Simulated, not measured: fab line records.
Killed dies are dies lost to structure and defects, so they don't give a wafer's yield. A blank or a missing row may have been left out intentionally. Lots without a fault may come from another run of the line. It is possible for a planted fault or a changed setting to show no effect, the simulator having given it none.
Problem report, 8D (eight disciplines) form, completed by code | flow berkeley-cmos170 | the parts of the form that need people (team, actions taken, sign-off) are left out

## 1. THE ISSUE
Across 6 wafers from 2 lots, WELLDRIVE_OXIDE_THK at UCB170_WELLDRIVE_THK_MEAS_02 averages 225 nm, while fault-free wafers read 198 nm with a standard deviation of 3.5. That puts it +7.8 standard deviations away from the usual mean.
Seen first at day 6 07:26 on film-metro-01, wafer L647.1. Wafers with a number at this step in the record: 42, from 14 lots. By rule, "out" or "out of limits" means more than 4 standard deviations away from the usual mean. The other wafers with a number count as sound.

## 2. WHAT IT IS; WHAT IT IS NOT
question                    | is                           | is not
which readings at this step | WELLDRIVE_OXIDE_THK          | -
which lots                  | L646, L647                   | L635, L636, L637, L638, L639, L640, L641, L642, L643, L645, L649, L652
which wafers of those lots  | all that have a number       | -
read on which gauges        | film-metro-01, film-metro-03 | film-metro-02
when                        | from day 6 07:26             | up to then (30 sound wafers); but 6 sound wafers of L649, L652 came after

## 3. WHAT RULES OUT EACH SUSPECT
Counting: a tool at a process step up to the reading stays a suspect if it ran every lot that is out and no sound lot after the first of them.
- the gauge at UCB170_WELLDRIVE_THK_MEAS_02 is ruled out. 2 gauges (film-metro-01, film-metro-03) read the wafers that are out.
- furnace-01 at UCB170_WELLDRIVE_OXIDATION_01 (target thk 199 nm, ox time 9000 s): kept. It ran every lot that is out, first L646 (day 6 03:56), and no sound lot after that; its last sound lot up to then is L645 (day 5 20:06). Its own spike-tc-centre-C, spike-tc-load-C, spike-tc-source-C, tube-center-temp-C, tube_center_temp_C_max readings are out on those wafers.
Remaining after the count: furnace-01 at UCB170_WELLDRIVE_OXIDATION_01.

## 4. THE CAUSE (what the simulator had put in)
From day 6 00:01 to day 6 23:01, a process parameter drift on furnace-01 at UCB170_WELLDRIVE_OXIDATION_01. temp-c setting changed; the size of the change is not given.
The count eliminated every tool but this one.

## 5. SEQUENCE OF EFFECTS, ordered by route
Each row: a reading whose mean over the struck wafers that have a number lies more than 3 standard deviations from the usual. Scope: only readings with a usual standard deviation given in the record; hours: median across lots of the time from each lot's start at the first step in this table that gives one to its start at this step; sigmas: change in usual standard deviations.
hours | step                          | reading                | usual    | on struck wafers | change | sigmas
0     | UCB170_WELLDRIVE_OXIDATION_01 | spike-tc-centre-C      | 1102.2 C | 1121.3           | +19.1  | +16
0     | UCB170_WELLDRIVE_OXIDATION_01 | spike-tc-load-C        | 1130 C   | 1153             | +23    | +7.4
0     | UCB170_WELLDRIVE_OXIDATION_01 | spike-tc-source-C      | 1128.9 C | 1151.4           | +22.5  | +11
0     | UCB170_WELLDRIVE_OXIDATION_01 | tube-center-temp-C     | 1100 C   | 1120             | +20    | +99 or more
0     | UCB170_WELLDRIVE_OXIDATION_01 | tube_center_temp_C_max | 1102.9   | 1122.7           | +19.8  | +43
4     | UCB170_WELLDRIVE_THK_MEAS_02  | WELLDRIVE_OXIDE_THK    | 198 nm   | 225              | +27    | +7.8
The process steps in it:
- UCB170_WELLDRIVE_OXIDATION_01: target thk 199 nm, ox time 9000 s.
At these later measuring or inspecting steps, every struck wafer for which the step has a row has a number for every such reading, and none has moved that far: UCB170_M2_RS_MEAS_02, UCB170_M2_THK_MEAS_03.

## 6. WHAT WOULD HAVE CAUGHT IT SOONER
7 hours passed between the start of the fault at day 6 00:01 and the first reading out of limits at a measuring or inspecting step in this record, taken at day 6 07:26.
The tool's own readings at UCB170_WELLDRIVE_OXIDATION_01 were out on every struck wafer that the step has a row for (spike-tc-centre-C, spike-tc-load-C, spike-tc-source-C, tube-center-temp-C, tube_center_temp_C_max): an alarm limit on them would have fired on the first of those.
Each of the lots that are out, 2 in all, had begun UCB170_WELLDRIVE_OXIDATION_01 on furnace-01 no later than day 6 07:26. Had the tool been put on hold then, not one of them would have been saved.
